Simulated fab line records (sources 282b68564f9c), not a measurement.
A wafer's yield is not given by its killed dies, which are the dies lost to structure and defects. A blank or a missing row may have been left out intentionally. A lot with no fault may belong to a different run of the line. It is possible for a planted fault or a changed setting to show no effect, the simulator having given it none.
Which tool did it?	flow rit cmos	7 lots, 21 wafers sampled, at 2 steps of a route of 202

## WHAT THE GAUGES READ, wafer by wafer
RIT_NLDD_TW_MEAS_10.
lot	measured	on	NLDD_TW
L172	day 3 15:53	film metro-04	2481 2464 2469
L173	day 3 21:43	film metro-03	2515 2534 2533
L175	day 4 09:02	film metro-04	2494 2498 2488
L178	day 4 14:08	film metro-03	2510 2509 2530
L182	day 5 10:02	film metro-04	2803 2797 2816
L186	day 6 03:43	film metro-03	2863 2852 2857
L191	day 7 08:06	film metro-01	2465 2461 2457

## TOOL THAT RAN EACH LOT (tool first, then ch and the chambers of the sampled wafers, then the start)
lot	RIT_NLDD_IMPLANT_08
L172	implanter-01 ch 0, day 3 15:33
L173	implanter-04 ch 0, day 3 21:23
L175	implanter-03 ch 0, day 4 08:45
L178	implanter-03 ch 0, day 4 13:49
L182	implanter-04 ch 0, day 5 09:43
L186	implanter-04 ch 0, day 6 03:24
L191	implanter-01 ch 0, day 7 07:49
- RIT_NLDD_IMPLANT_08

## THE ANSWER, worked out from the rows above alone
Rule: the usual values come from the lots themselves. The widest of any qualifying gaps counts: lots, ordered by their means at a reading, are off when they make up no more than a third of the lots, leave a main group of 4 or more, and stand apart from it by 3 or more times the standard deviation of that group's means. The tables above print the reading to a certain number of digits; a main group whose means all agree to those digits is not used. Also off: a lot with no number at a reading for which 4 or more lots have one. Any other lot the step has rows for is counted as sound.
Off: L182, L186, at RIT_NLDD_TW_MEAS_10 (NLDD_TW). Mean 2494 and standard deviation 25 in the main group.
If a tool, at a process step before that reading, ran all the lots that are off and no sound lot after the first of them, it fits. Those tools and the gauges at RIT_NLDD_TW_MEAS_10 are tried in the same way. One fits: RIT_NLDD_IMPLANT_08 on implanter-04. Its last sound lot is L173 (day 3 21:23), its first lot that is off L182 (day 5 09:43): a fault that began between those two fits.

## WHAT WAS PUT IN BY THE SIMULATOR
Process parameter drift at RIT_NLDD_IMPLANT_08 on implanter-04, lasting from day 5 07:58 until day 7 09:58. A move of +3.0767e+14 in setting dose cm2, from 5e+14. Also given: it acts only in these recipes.
Shown lots that were struck: L182, L186. Same finding as the rule above.
